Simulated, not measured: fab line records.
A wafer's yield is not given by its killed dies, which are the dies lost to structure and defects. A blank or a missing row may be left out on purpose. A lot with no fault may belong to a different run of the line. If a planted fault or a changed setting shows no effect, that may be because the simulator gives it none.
fab line records	flow berkeley-cmos170	part 1 of 2: steps 1 to 27 of 40
record lots=5	wafers=15	last-day=10
route steps=331 shown START@2 ZERO@6 NWELL@14 PWELL@34
lots with no fault: from the same line, run without faults
start-h: hours from the record's opening day to when the first of the lot's shown wafers began	wait-h: hours from the lot's prior step to this one	" repeats the value in the row above	L1.1+2: a single row standing in for several wafers	- no value present, or no start provided	* or withheld: withheld	< > ~ a bound
route shown NAME@n: names a module that has steps shown in the file, with the first one's number in the route	usual: mean/standard deviation of fault-free wafers	same: alike in all rows	chamber/n: place in a boat	sites: per-site readings	_std_site: how widely they spread, as a standard deviation	_edge_site: outer sites' mean less inner sites'	radius-mm: how far each site lies from the wafer's centre	mask NAME#n: copy n	behind: tool/chamber where the wafer was last shaped	hold: what put the lot on hold/how long, in hours/how the hold closed	device: the transistor (n, p or np) that didn't switch	end of line: the route-end tests of the same wafers	for a step that has no rows: nothing shown but its recipe	killed: the dies lost at the first sort to structure and to defects; this is not the yield of the wafer	map: per-die view of a wafer (x killed, . not killed, _ where there is no die)
set.NAME: the run value of the setting; set.NAME@STEP: its run value at that earlier step	model.NAME: the simulator's own value behind a step, which no gauge read
certain route steps with their lots: each step a table, each wafer a row
services: the hour from which a tool's chamber was out of use, counted from the record's first day as start-h (under 0 if before that day), plus the number of hours and why
## steps
# step UCB170_START_CLEAN_01
# recipe chemistry=dHF	dilution=25:1	time-s=60
lot.wafer	tool	chamber	start-h	wait-h
L077.1+4+6	wet-bench-03	3	25.12	0.1
L080.2+3+5	wet-bench-01	3	40.12	0.1
L081.2+4+6	wet-bench-02	3	45.12	0.1
L082.1+4+6	wet-bench-01	3	50.12	0.1
L088.2+3+6	wet-bench-01	2	80.12	0.1
# step UCB170_START_OXIDATION_02
# recipe temp-c=950	ambient=O2	target-thk-a=200	ox-time-s=1800
lot.wafer	tool	chamber	start-h	wait-h
L077.1+4+6	furnace-01	0	25.74	0.6
L080.2+3+5	furnace-04	0	42.67	2.5
L081.2+4+6	furnace-04	0	48.67	3.5
L082.1+4+6	furnace-01	0	52.18	2.0
L088.2+3+6	furnace-01	0	83.94	3.8
# step UCB170_START_THK_MEAS_03
# recipe reads=SiO2_of_START_OXIDATION_02
# usual START_OXIDE_THK=20.1/0.4
lot.wafer	tool	chamber	start-h	wait-h	START_OXIDE_THK[nm]
L077.1	film-metro-02	-	27.24	0.0	20.3
L077.4	"	-	"	"	20.3
L077.6	"	-	"	"	19.7
L080.2	film-metro-02	-	44.18	0.0	20.2
L080.3	"	-	"	"	20.2
L080.5	"	-	"	"	20.3
L081.2	film-metro-01	-	50.18	0.0	20.2
L081.4	"	-	"	"	19.9
L081.6	"	-	"	"	20.1
L082.1	film-metro-01	-	53.68	0.0	20.1
L082.4	"	-	"	"	20.3
L082.6	"	-	"	"	19.8
L088.2	film-metro-02	-	85.45	0.0	19.6
L088.3	"	-	"	"	19.7
L088.6	"	-	"	"	19.4
# step UCB170_START_ANNEAL_04
# recipe temp-c=950	time-s=1200	ambient=N2
lot.wafer	tool	chamber	start-h	wait-h
L077.1+4+6	furnace-01	0	28.58	1.3
L080.2+3+5	furnace-01	0	47.84	3.7
L081.2+4+6	furnace-04	0	52.87	2.7
L082.1+4+6	furnace-04	0	55.46	1.8
L088.2+3+6	furnace-02	0	87.21	1.8
# step UCB170_ZERO_HMDS_00
# recipe prime-time-s=60	prime-temp-c=100
# usual chill-plate-temp-C=23.00/0.11
lot.wafer	tool	chamber	start-h	wait-h	chill-plate-temp-C
L077.1	litho-track-02	0	30.36	0.5	22.92
L077.4	"	0	"	"	23.20
L077.6	"	0	"	"	23.21
L080.2	litho-track-02	0	49.32	0.1	23.02
L080.3	"	0	"	"	22.99
L080.5	"	0	"	"	23.04
L081.2	litho-track-03	0	54.23	0.0	22.96
L081.4	"	0	"	"	22.96
L081.6	"	0	"	"	22.88
L082.1	litho-track-04	0	57.60	0.8	22.98
L082.4	"	0	"	"	23.10
L082.6	"	0	"	"	23.07
L088.2	litho-track-02	0	88.57	0.0	23.07
L088.3	"	0	"	"	22.96
L088.6	"	0	"	"	22.97
# step UCB170_ZERO_COAT_01
# recipe resist=KrF	spin-rpm=1500	resist-thk-nm=900
# usual chill-plate-temp-C=22.99/0.1
lot.wafer	tool	chamber	start-h	wait-h	chill-plate-temp-C
L077.1	litho-track-02	0	30.51	0.1	22.90
L077.4	"	0	"	"	23.01
L077.6	"	0	"	"	23.16
L080.2	litho-track-02	0	49.47	0.1	22.95
L080.3	"	0	"	"	23.02
L080.5	"	0	"	"	23.18
L081.2	litho-track-03	0	54.38	0.1	22.87
L081.4	"	0	"	"	23.10
L081.6	"	0	"	"	23.01
L082.1	litho-track-04	0	57.75	0.1	23.14
L082.4	"	0	"	"	22.99
L082.6	"	0	"	"	23.04
L088.2	litho-track-02	0	88.72	0.1	23.10
L088.3	"	0	"	"	22.98
L088.6	"	0	"	"	23.10
# step UCB170_ZERO_SOFTBAKE_02
# recipe resist=KrF	temp-c=130	time-s=60
# usual chill-plate-temp-C=22.99/0.1
lot.wafer	tool	chamber	start-h	wait-h	chill-plate-temp-C
L077.1	litho-track-02	0	30.66	0.1	22.88
L077.4	"	0	"	"	22.89
L077.6	"	0	"	"	23.05
L080.2	litho-track-02	0	49.62	0.1	22.91
L080.3	"	0	"	"	22.92
L080.5	"	0	"	"	22.96
L081.2	litho-track-03	0	54.53	0.1	22.95
L081.4	"	0	"	"	23.07
L081.6	"	0	"	"	22.92
L082.1	litho-track-04	0	57.90	0.1	22.99
L082.4	"	0	"	"	22.96
L082.6	"	0	"	"	23.00
L088.2	litho-track-02	0	88.87	0.1	23.07
L088.3	"	0	"	"	22.92
L088.6	"	0	"	"	23.18
# step UCB170_ZERO_EXPOSE_03
# recipe mask-id=PM_MARKS	na=0.5	sigma-outer=0.6	source-shape=conventional	target-cd-nm=4000	dose-mj=30
lot.wafer	tool	chamber	start-h	wait-h	mask
L077.1+4+6	krf-scanner-01	0	30.94	0.3	PM_MARKS#0
L080.2+3+5	krf-scanner-02	0	49.89	0.2	PM_MARKS#0
L081.2+4+6	krf-scanner-01	0	54.80	0.2	PM_MARKS#0
L082.1+4+6	krf-scanner-01	0	58.09	0.2	PM_MARKS#0
L088.2+3+6	krf-scanner-02	0	89.02	0.1	PM_MARKS#0
# step UCB170_ZERO_PEB_04
# recipe peb-temp-c=130	peb-time-s=withheld	resist=KrF
# usual chill-plate-temp-C=22.99/0.1
lot.wafer	tool	chamber	start-h	wait-h	chill-plate-temp-C
L077.1	litho-track-03	0	31.40	0.4	23.04
L077.4	"	0	"	"	22.98
L077.6	"	0	"	"	22.91
L080.2	litho-track-03	0	50.16	0.3	22.93
L080.3	"	0	"	"	22.97
L080.5	"	0	"	"	22.92
L081.2	litho-track-03	0	55.13	0.3	22.99
L081.4	"	0	"	"	22.99
L081.6	"	0	"	"	22.92
L082.1	litho-track-04	0	58.95	0.8	22.96
L082.4	"	0	"	"	23.03
L082.6	"	0	"	"	22.88
L088.2	litho-track-03	0	89.14	0.1	23.12
L088.3	"	0	"	"	23.04
L088.6	"	0	"	"	23.02
# step UCB170_ZERO_DEVELOP_05
# recipe developer=TMAH	develop-time-s=45	resist=KrF	dev-temp-c=21
# usual chill-plate-temp-C=23.00/0.11
lot.wafer	tool	chamber	start-h	wait-h	chill-plate-temp-C
L077.1	litho-track-03	0	-	-	23.08
L077.4	"	0	"	"	22.79
L077.6	"	0	"	"	23.05
L080.2	litho-track-03	0	-	-	23.05
L080.3	"	0	"	"	23.03
L080.5	"	0	"	"	22.98
L081.2	litho-track-03	0	-	-	22.95
L081.4	"	0	"	"	22.95
L081.6	"	0	"	"	22.96
L082.1	litho-track-04	0	-	-	23.16
L082.4	"	0	"	"	23.04
L082.6	"	0	"	"	23.17
L088.2	litho-track-03	0	-	-	22.97
L088.3	"	0	"	"	23.05
L088.6	"	0	"	"	22.88
# step UCB170_ZERO_ETCH_06
# recipe chemistry=CHF3/CF4/Ar	target=SiO2	time-s=12	pressure-mtorr=100	rf-w=500	CHF3_flow_sccm=50	cf4-flow-sccm=10	Ar_flow_sccm=120	over-etch-frac=1.58
# usual chamber-pressure-mTorr=100.00/0.093	drypump-motor-current-A=5.4/0.47	oes-product-au=0.620/0.014	rf-fwd-power-W=490.4/2.9	throttle-valve-pct=9.27/0.12
# same over-etch-frac=1.58
lot.wafer	tool	chamber	start-h	wait-h	chamber-pressure-mTorr	drypump-motor-current-A	oes-product-au	rf-fwd-power-W	rf-hours-counter-h	throttle-valve-pct
L077.1	rie-diel-02	2	31.67	-	100.05	5.5	0.614	486.6	93	9.26
L077.4	"	0	"	"	99.89	5.5	0.625	486.6	4	9.22
L077.6	"	3	"	"	99.94	5.3	0.617	485.9	-	9.33
L080.2	rie-diel-04	0	50.41	-	100.04	4.9	0.626	487.3	114	9.19
L080.3	"	2	"	"	100.02	5.7	0.634	488.3	68	9.43
L080.5	"	2	"	"	99.99	5.7	0.638	487.6	-	9.42
L081.2	rie-diel-02	0	55.38	-	99.88	5.4	0.634	488.9	5	9.19
L081.4	"	3	"	"	100.14	5.3	0.612	487.6	29	9.34
L081.6	"	3	"	"	100.06	5.3	0.607	489.2	-	9.33
L082.1	rie-diel-04	3	59.22	-	100.00	6.4	0.614	491.3	101	9.24
L082.4	"	1	"	"	100.06	4.8	0.595	492.8	10	9.35
L082.6	"	1	"	"	100.04	4.8	0.594	493.4	-	9.35
L088.2	rie-diel-04	2	89.39	-	99.97	5.7	0.634	488.5	69	9.42
L088.3	"	1	"	"	100.08	4.8	0.599	494.8	11	9.34
L088.6	"	2	"	"	100.07	5.7	0.637	486.3	-	9.44
# step UCB170_ZERO_STRIP_07
# recipe chemistry=O2	power-w=400	pressure-mtorr=3500	platen-temp-c=withheld	o2-flow-sccm=400	overash-fraction=0.5
# usual chamber-pressure-mTorr=3500/3.1	drypump-motor-current-A=5.6/0.39	oes-product-au=0.727/0.0045	strip-time-to-endpoint-s=21.45/0.074
lot.wafer	tool	chamber	start-h	wait-h	chamber-pressure-mTorr	drypump-motor-current-A	oes-product-au	rf-hours-counter-h	strip-time-to-endpoint-s
L077.1	plasma-asher-02	0	31.70	0.0	3497	5.8	0.734	33	21.42
L077.4	"	1	"	"	3503	5.8	0.724	-	21.43
L077.6	"	1	"	"	3499	5.8	0.729	-	21.55
L080.2	plasma-asher-01	1	50.44	0.0	3500	6.3	0.720	33	21.30
L080.3	"	1	"	"	3505	6.3	0.732	-	21.39
L080.5	"	0	"	"	3499	5.5	0.723	-	21.30
L081.2	plasma-asher-04	0	55.40	0.0	3501	5.4	0.725	25	21.40
L081.4	"	1	"	"	3501	5.0	0.722	-	21.35
L081.6	"	1	"	"	3498	5.0	0.724	-	21.38
L082.1	plasma-asher-02	1	59.25	0.0	3501	5.8	0.721	36	21.45
L082.4	"	1	"	"	3503	5.8	0.730	-	21.51
L082.6	"	0	"	"	3495	5.8	0.725	-	21.51
L088.2	plasma-asher-04	1	89.41	0.0	3505	5.0	0.728	30	21.47
L088.3	"	1	"	"	3503	5.0	0.730	-	21.50
L088.6	"	0	"	"	3503	5.4	0.725	-	21.43
# step UCB170_NWELL_WET_ETCH_00
# recipe chemistry=dHF	dilution=25:1	target=SiO2	temp-c=25	time-s=200
lot.wafer	tool	chamber	start-h	wait-h
L077.1+4+6	wet-bench-04	1	31.93	0.2
L080.2+3+5	wet-bench-04	1	50.73	0.3
L081.2+4+6	wet-bench-03	0	55.50	0.1
L082.1+4+6	wet-bench-04	1	59.35	0.1
L088.2+3+6	wet-bench-04	2	91.06	1.6
# step UCB170_NWELL_OXIDATION_01
# recipe temp-c=1000	ambient=O2	target-thk-a=264	ox-time-s=1260
lot.wafer	tool	chamber	start-h	wait-h
L077.1+4+6	furnace-04	0	34.22	2.2
L080.2+3+5	furnace-02	0	52.31	1.5
L081.2+4+6	furnace-03	0	57.42	1.8
L082.1+4+6	furnace-04	0	62.46	3.0
L088.2+3+6	furnace-04	0	94.19	3.1
# step UCB170_NWELL_THK_MEAS_02
# recipe reads=SiO2_of_NWELL_OXIDATION_01
# usual NWELL_OXIDE_THK=26.2/0.49
lot.wafer	tool	chamber	start-h	wait-h	NWELL_OXIDE_THK[nm]
L077.1	film-metro-03	-	35.57	0.0	26.6
L077.4	"	-	"	"	27.2
L077.6	"	-	"	"	26.8
L080.2	film-metro-02	-	53.67	0.0	26.4
L080.3	"	-	"	"	26.2
L080.5	"	-	"	"	26.1
L081.2	film-metro-03	-	58.78	0.0	26.1
L081.4	"	-	"	"	26.7
L081.6	"	-	"	"	26.7
L082.1	film-metro-03	-	63.81	0.0	25.9
L082.4	"	-	"	"	25.7
L082.6	"	-	"	"	25.9
L088.2	film-metro-03	-	95.55	0.0	26.2
L088.3	"	-	"	"	26.3
L088.6	"	-	"	"	26.4
# step UCB170_NWELL_ANNEAL_03
# recipe temp-c=1000	time-s=900	ambient=N2
lot.wafer	tool	chamber	start-h	wait-h
L077.1+4+6	furnace-04	0	38.57	3.0
L080.2+3+5	furnace-02	0	54.91	1.2
L081.2+4+6	furnace-03	0	58.83	0.0
L082.1+4+6	furnace-03	0	65.26	1.4
L088.2+3+6	furnace-04	0	98.37	2.8
# step UCB170_NWELL_CVD_04
# recipe material=Si3N4	target-thk-nm=224	temp-c=800	precursor=SiH2Cl2/NH3	time-s=3360	pressure-mtorr=200	sih2cl2-flow-sccm=25	nh3-flow-sccm=75
# usual nh3-flow-sccm=75.03/0.22
lot.wafer	tool	chamber	start-h	wait-h	nh3-flow-sccm
L077.1	lpcvd-02	1	39.82	0.0	74.88
L077.4	"	1	"	"	74.97
L077.6	"	1	"	"	75.05
L080.2	lpcvd-01	1	56.58	0.4	74.99
L080.3	"	1	"	"	74.99
L080.5	"	1	"	"	74.69
L081.2	lpcvd-02	1	60.67	0.6	74.74
L081.4	"	1	"	"	74.89
L081.6	"	1	"	"	74.69
L082.1	lpcvd-01	0	66.51	0.0	74.79
L082.4	"	0	"	"	74.78
L082.6	"	0	"	"	74.97
L088.2	lpcvd-02	1	99.62	0.0	75.20
L088.3	"	1	"	"	74.97
L088.6	"	1	"	"	75.16
# step UCB170_NWELL_THK_MEAS_05
# recipe reads=Si3N4_of_NWELL_CVD_04
# usual NWELL_NITRIDE_THK=224.2/1.8
lot.wafer	tool	chamber	start-h	wait-h	NWELL_NITRIDE_THK[nm]
L077.1	film-metro-01	-	41.76	0.0	224.6
L077.4	"	-	"	"	225.2
L077.6	"	-	"	"	224.6
L080.2	film-metro-02	-	58.52	0.0	223.9
L080.3	"	-	"	"	224.5
L080.5	"	-	"	"	224.4
L081.2	film-metro-03	-	62.61	0.0	223.2
L081.4	"	-	"	"	225.8
L081.6	"	-	"	"	224.4
L082.1	film-metro-01	-	68.44	0.0	223.0
L082.4	"	-	"	"	221.8
L082.6	"	-	"	"	223.7
L088.2	film-metro-02	-	101.57	0.0	223.8
L088.3	"	-	"	"	223.3
L088.6	"	-	"	"	221.5
# step UCB170_NWELL_HMDS_06
# recipe prime-time-s=60	prime-temp-c=100
# usual chill-plate-temp-C=23.00/0.11
lot.wafer	tool	chamber	start-h	wait-h	chill-plate-temp-C
L077.1	litho-track-01	0	41.99	0.2	22.92
L077.4	"	0	"	"	22.95
L077.6	"	0	"	"	23.12
L080.2	litho-track-01	0	59.19	0.7	23.03
L080.3	"	0	"	"	23.10
L080.5	"	0	"	"	22.96
L081.2	litho-track-03	0	63.07	0.4	23.01
L081.4	"	0	"	"	23.13
L081.6	"	0	"	"	23.14
L082.1	litho-track-01	0	68.53	0.1	23.20
L082.4	"	0	"	"	23.18
L082.6	"	0	"	"	23.04
L088.2	litho-track-01	0	101.67	0.1	23.08
L088.3	"	0	"	"	22.99
L088.6	"	0	"	"	22.95
# step UCB170_NWELL_COAT_07
# recipe resist=KrF	spin-rpm=1500	resist-thk-nm=900
# usual chill-plate-temp-C=22.99/0.11
lot.wafer	tool	chamber	start-h	wait-h	chill-plate-temp-C
L077.1	litho-track-01	0	42.14	0.1	23.17
L077.4	"	0	"	"	23.16
L077.6	"	0	"	"	23.09
L080.2	litho-track-01	0	59.34	0.1	23.01
L080.3	"	0	"	"	23.16
L080.5	"	0	"	"	22.81
L081.2	litho-track-03	0	63.22	0.1	23.13
L081.4	"	0	"	"	23.13
L081.6	"	0	"	"	23.07
L082.1	litho-track-01	0	68.68	0.1	22.85
L082.4	"	0	"	"	22.87
L082.6	"	0	"	"	22.95
L088.2	litho-track-01	0	101.82	0.1	22.92
L088.3	"	0	"	"	22.92
L088.6	"	0	"	"	22.99
# step UCB170_NWELL_SOFTBAKE_08
# recipe resist=KrF	temp-c=130	time-s=60
# usual chill-plate-temp-C=22.99/0.099
lot.wafer	tool	chamber	start-h	wait-h	chill-plate-temp-C
L077.1	litho-track-01	0	42.29	0.1	22.98
L077.4	"	0	"	"	23.08
L077.6	"	0	"	"	22.90
L080.2	litho-track-01	0	59.49	0.1	23.10
L080.3	"	0	"	"	23.13
L080.5	"	0	"	"	23.11
L081.2	litho-track-03	0	63.37	0.1	22.96
L081.4	"	0	"	"	22.86
L081.6	"	0	"	"	22.83
L082.1	litho-track-01	0	68.83	0.1	23.04
L082.4	"	0	"	"	22.90
L082.6	"	0	"	"	22.99
L088.2	litho-track-01	0	101.97	0.1	22.98
L088.3	"	0	"	"	22.96
L088.6	"	0	"	"	22.84
# step UCB170_NWELL_EXPOSE_09
# recipe mask-id=NWELL	target-cd-nm=3000	na=0.5	sigma-outer=0.6	source-shape=conventional	dose-mj=25
lot.wafer	tool	chamber	start-h	wait-h	mask
L077.1+4+6	krf-scanner-01	0	42.63	0.3	NWELL#0
L080.2+3+5	krf-scanner-02	0	59.76	0.2	NWELL#0
L081.2+4+6	krf-scanner-02	0	63.51	0.1	NWELL#0
L082.1+4+6	krf-scanner-01	0	69.12	0.3	NWELL#0
L088.2+3+6	krf-scanner-02	0	102.14	0.1	NWELL#0
# step UCB170_NWELL_PEB_10
# recipe peb-temp-c=130	peb-time-s=withheld	resist=KrF
# usual chill-plate-temp-C=22.99/0.12
lot.wafer	tool	chamber	start-h	wait-h	chill-plate-temp-C
L077.1	litho-track-03	0	42.78	0.1	22.89
L077.4	"	0	"	"	22.93
L077.6	"	0	"	"	22.84
L080.2	litho-track-01	0	60.09	0.3	23.14
L080.3	"	0	"	"	23.06
L080.5	"	0	"	"	22.95
L081.2	litho-track-01	0	63.97	0.4	22.91
L081.4	"	0	"	"	23.15
L081.6	"	0	"	"	22.94
L082.1	litho-track-03	0	69.28	0.1	23.01
L082.4	"	0	"	"	22.98
L082.6	"	0	"	"	23.09
L088.2	litho-track-03	0	102.53	0.4	22.99
L088.3	"	0	"	"	22.99
L088.6	"	0	"	"	22.96
# step UCB170_NWELL_DEVELOP_11
# recipe developer=TMAH	develop-time-s=45	resist=KrF	dev-temp-c=21
# usual chill-plate-temp-C=22.98/0.11
lot.wafer	tool	chamber	start-h	wait-h	chill-plate-temp-C
L077.1	litho-track-03	0	-	-	23.06
L077.4	"	0	"	"	22.85
L077.6	"	0	"	"	22.93
L080.2	litho-track-01	0	-	-	23.07
L080.3	"	0	"	"	22.91
L080.5	"	0	"	"	23.04
L081.2	litho-track-01	0	-	-	23.06
L081.4	"	0	"	"	22.92
L081.6	"	0	"	"	23.00
L082.1	litho-track-03	0	-	-	22.98
L082.4	"	0	"	"	22.88
L082.6	"	0	"	"	22.97
L088.2	litho-track-03	0	-	-	23.09
L088.3	"	0	"	"	22.97
L088.6	"	0	"	"	22.80
# step UCB170_NWELL_OVL_MEAS_12
# usual NWELL_OVL=3/4.9
lot.wafer	tool	chamber	start-h	wait-h	NWELL_OVL[nm]
L077.1	overlay-02	-	43.06	-	4
L077.4	"	-	"	"	9
L077.6	"	-	"	"	9
L080.2	overlay-01	-	60.34	-	8
L080.3	"	-	"	"	5
L080.5	"	-	"	"	0
L081.2	overlay-02	-	64.22	-	4
L081.4	"	-	"	"	4
L081.6	"	-	"	"	2
L082.1	overlay-01	-	69.56	-	0
L082.4	"	-	"	"	6
L082.6	"	-	"	"	1
L088.2	overlay-01	-	102.79	-	-8
L088.3	"	-	"	"	-6
L088.6	"	-	"	"	-6
# step UCB170_NWELL_ETCH_13
# recipe chemistry=CH3F/Ar/O2	target=Si3N4	stop-on=SiO2	CH3F_flow_sccm=20	Ar_flow_sccm=50	O2_flow_sccm=7	pressure-mtorr=50	rf-w=450	target-depth-a=2464	over-etch-frac=0.1	time-s=154
# usual chamber-pressure-mTorr=50.00/0.044	drypump-motor-current-A=5.7/0.56	oes-product-au=0.941/0.016	rf-fwd-power-W=447.9/1.3	throttle-valve-pct=8.14/0.12
# same over-etch-frac=0.1
lot.wafer	tool	chamber	start-h	wait-h	chamber-pressure-mTorr	drypump-motor-current-A	oes-product-au	rf-fwd-power-W	rf-hours-counter-h	throttle-valve-pct
L077.1	rie-diel-02	1	43.09	0.0	50.01	5.1	0.935	446.9	71	8.17
L077.4	"	2	"	"	49.98	5.6	0.927	447.5	93	8.07
L077.6	"	1	"	"	50.05	5.1	0.927	448.9	-	8.16
L080.2	rie-diel-04	1	60.37	0.0	49.99	4.8	0.912	448.8	10	8.18
L080.3	"	2	"	"	49.96	5.7	0.976	447.1	68	8.21
L080.5	"	0	"	"	50.01	4.9	0.954	447.1	-	7.99
L081.2	rie-diel-04	2	64.25	0.0	49.94	5.7	0.970	447.0	68	8.22
L081.4	"	3	"	"	49.93	6.4	0.940	448.9	101	8.06
L081.6	"	2	"	"	49.98	5.7	0.965	447.8	-	8.23
L082.1	rie-diel-03	0	69.59	0.0	50.08	6.5	0.939	449.7	142	7.87
L082.4	"	2	"	"	49.98	6.2	0.943	446.8	129	8.25
L082.6	"	2	"	"	49.94	6.2	0.946	448.0	-	8.27
L088.2	rie-diel-03	3	102.82	0.0	50.01	6.0	0.922	450.0	98	8.27
L088.3	"	0	"	"	50.09	6.6	0.937	448.7	144	7.88
L088.6	"	2	"	"	50.06	6.3	0.945	447.6	-	8.25
# step UCB170_NWELL_IMPLANT_14
# recipe species=P	dose-cm2=1e+13	energy-kev=150	tilt-deg=7
lot.wafer	tool	chamber	start-h	wait-h
L077.1+4+6	implanter-02	0	43.20	0.1
L080.2+3+5	implanter-04	0	60.50	0.1
L081.2+4+6	implanter-04	0	64.38	0.1
L082.1+4+6	implanter-01	0	69.70	0.1
L088.2+3+6	implanter-02	0	102.95	0.1
